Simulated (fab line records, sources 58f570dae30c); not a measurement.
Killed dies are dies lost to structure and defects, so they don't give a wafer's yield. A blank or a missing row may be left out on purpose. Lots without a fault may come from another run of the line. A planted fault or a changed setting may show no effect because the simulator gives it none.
Split-lot experiment | flow berkeley_cmos170 | 5 lots, 23 wafers read, on a route of 331 steps

THE SPLIT
At UCB170_PSD_PEB_04, the setting peb_temp_c was moved away from the recipe's 130 C on 9 of the 23 wafers read, by -1.7% to +1.8%. The other wafers ran this setting at the recipe's value.

FROM THE SPLIT TO THE READING: what the file shows between them, 1 step
- UCB170_PSD_DEVELOP_05: develop time 45 s

THE READING
cd_nm, in nm, at UCB170_PSD_CD_MEAS_06 (target cd 1200 nm). Fault-free wafers of this fab line usually give 1199.8 nm, standard deviation 1.5 nm.

wafer  | tool, chamber at the split | peb_temp_c as run, C | against the recipe | cd_nm, nm | against lot-mates on the recipe
L078.1 | litho_track-03, 0          | 130                  | recipe             | 1200.7    | -
L078.2 | litho_track-03, 0          | 130                  | recipe             | 1202.9    | -
L078.3 | litho_track-03, 0          | 130                  | recipe             | 1202.8    | -
L078.4 | litho_track-03, 0          | 130                  | recipe             | 1202.2    | -
L078.5 | litho_track-03, 0          | 130                  | recipe             | 1202.6    | -
L082.1 | litho_track-02, 0          | 130                  | recipe             | 1201.0    | -
L082.2 | litho_track-02, 0          | 131.8                | +1.4%              | 1210.1    | +9.5
L082.3 | litho_track-02, 0          | 131.8                | +1.4%              | 1210.7    | +10.2
L082.4 | litho_track-02, 0          | 131.8                | +1.4%              | 1210.6    | +10.0
L082.5 | litho_track-02, 0          | 130                  | recipe             | 1200.1    | -
L083.1 | litho_track-04, 0          | 130                  | recipe             | 1199.6    | -
L083.2 | litho_track-04, 0          | 130                  | recipe             | 1200.2    | -
L083.4 | litho_track-04, 0          | 127.8                | -1.7%              | 1183.9    | -16.0
L083.5 | litho_track-04, 0          | 127.8                | -1.7%              | 1183.7    | -16.2
L083.6 | litho_track-04, 0          | 127.8                | -1.7%              | 1185.4    | -14.5
L084.1 | litho_track-04, 0          | 130                  | recipe             | 1197.7    | -
L084.5 | litho_track-04, 0          | 130                  | recipe             | 1198.1    | -
L084.6 | litho_track-04, 0          | 130                  | recipe             | 1196.6    | -
L085.1 | litho_track-03, 0          | 132.4                | +1.8%              | 1211.8    | +14.3
L085.2 | litho_track-03, 0          | 130                  | recipe             | 1197.7    | -
L085.3 | litho_track-03, 0          | 132.4                | +1.8%              | 1213.9    | +16.5
L085.4 | litho_track-03, 0          | 132.4                | +1.8%              | 1212.5    | +15.0
L085.6 | litho_track-03, 0          | 130                  | recipe             | 1197.2    | -

THE FIT
A straight line over all 23 wafers: cd_nm changes by +8 nm for each +1% of peb_temp_c; r = +0.97; the points scatter about the line by 2 nm.
The same after taking each lot's own level away (the mean of its wafers on the recipe; 23 wafers): +8.42 nm for each +1%; r = +0.99; scatter 0.97 nm.
On that fit, the largest move of peb_temp_c shifts the reading by 16 nm.
The lots' own levels span 1197.45 to 1202.24 nm, that is 3.2 times the standard deviation above.
So the lot-to-lot level changes the slope little: the two slopes agree.
Check: with one of the wafers moved furthest among these (+1.8%) left out of the fit, the line predicts +15.3 nm for it against its lot-mates. It came out at +14.3 nm against them.

OTHER SPLITS ON THESE WAFERS
These wafers also went through other splits before the reading. Each is held against what the fit with the lots' levels taken away leaves over:
other split on the same wafers | wafers away from the commonest value | r with cd_nm (lot level and that fit taken away)
UCB170_SPACER_CVD_00 rf_w      | 10                                   | +0.42

THE FILE'S OWN FIT
cd_nm changes by +8.33 nm for each +1% of peb_temp_c, r = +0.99.
